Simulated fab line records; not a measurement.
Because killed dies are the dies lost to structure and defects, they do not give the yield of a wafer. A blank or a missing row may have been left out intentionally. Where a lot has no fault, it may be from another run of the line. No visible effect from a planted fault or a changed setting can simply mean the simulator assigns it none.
Which tool did it?	flow berkeleyCmos170	13 lots, 39 wafers sampled, at 2 steps of a route of 331

== WHAT THE GAUGES READ, wafer by wafer ==
UCB170_SPACER_THK_MEAS_01. Usual: SPACER_TEOS_THK typically reads 375 nm, with standard deviation 4.9.
lot	measured	on	SPACER_TEOS_THK (nm)	flag
L633	day 7 10:47	filmMetro-01	375 382 382	
L635	day 8 14:12	filmMetro-02	369 374 377	
L636	day 8 14:11	filmMetro-04	372 374 377	
L637	day 8 14:46	filmMetro-01	366 377 369	
L634	day 8 14:59	filmMetro-04	373 372 378	
L644	day 10 00:09	filmMetro-04	321 379 382	
L646	day 10 01:04	filmMetro-04	373 375 379	
L648	day 10 14:34	filmMetro-01	370 365 370	
L649	day 11 07:37	filmMetro-01	368 370 378	
L653	day 11 09:38	filmMetro-02	367 367 374	
L651	day 12 07:21	filmMetro-02	375 372 375	
L654	day 12 09:10	filmMetro-02	375 381 377	
L655	day 12 13:31	filmMetro-04	378 381 382	

== TOOL THAT RAN EACH LOT (tool first, then ch and the chambers of the sampled wafers, then the start) ==
lot	UCB170_SPACER_CVD_00
L633	pecvd-02 ch 0,1,2, day 7 10:44
L635	pecvd-04 ch 1,2, day 8 14:08
L636	pecvd-03 ch 0,1,2, day 8 14:08
L637	pecvd-04 ch 0,1, day 8 14:42
L634	pecvd-03 ch 0,1, day 8 14:56
L644	pecvd-04 ch 0,1,2, day 10 00:07
L646	pecvd-02 ch 0,2, day 10 01:01
L648	pecvd-03 ch 0,2, day 10 14:30
L649	pecvd-03 ch 0,2, day 11 07:34
L653	pecvd-03 ch 0,2, day 11 09:36
L651	pecvd-02 ch 0,1,2, day 12 07:19
L654	pecvd-03 ch 1,2, day 12 09:07
L655	pecvd-03 ch 1,2, day 12 13:29
- UCB170_SPACER_CVD_00: deposits SiO2 from TEOS/O2, target thk 376 nm, time 47 s.

== AS READ BY THE TOOLS THEMSELVES (means over the sampled wafers that have a number; for cases with no such wafer, the mark the record gives instead) ==
UCB170_SPACER_CVD_00. Usual: heaterPowerW 227 W, standard deviation 47; rfFwdPowerW 544.9 W, standard deviation 2.
lot	tool	heaterPowerW (W)	rfFwdPowerW (W)	flag
L633	pecvd-02	220	543.1	
L635	pecvd-04	255	543.2	
L636	pecvd-03	214	545.3	
L637	pecvd-04	262	543.0	
L634	pecvd-03	198	545.7	
L644	pecvd-04	259	542.9	
L646	pecvd-02	208	547.5	
L648	pecvd-03	208	544.7	
L649	pecvd-03	185	544.2	
L653	pecvd-03	172	547.0	
L651	pecvd-02	227	545.6	
L654	pecvd-03	173	546.9	
L655	pecvd-03	190	546.0	

== THE ANSWER, worked out from the rows above alone ==
Rule: take the mean of a lot's wafers that have a number; if it is more than 3 standard deviations from the usual mean, the lot is off. Also off: a lot with no number at a reading for which 4 or more lots have one. All remaining lots with rows at the step are treated as sound. Order of review: gauges by route order, followed by the tools' own readings, for which a lot's mean as printed above is used. At the first step where some lot is off, the reading lying furthest off is the one used; lots without a number count as furthest.
No lot is off at any reading shown: from this, nothing can be told.

== WHAT THE SIMULATOR PUT IN ==
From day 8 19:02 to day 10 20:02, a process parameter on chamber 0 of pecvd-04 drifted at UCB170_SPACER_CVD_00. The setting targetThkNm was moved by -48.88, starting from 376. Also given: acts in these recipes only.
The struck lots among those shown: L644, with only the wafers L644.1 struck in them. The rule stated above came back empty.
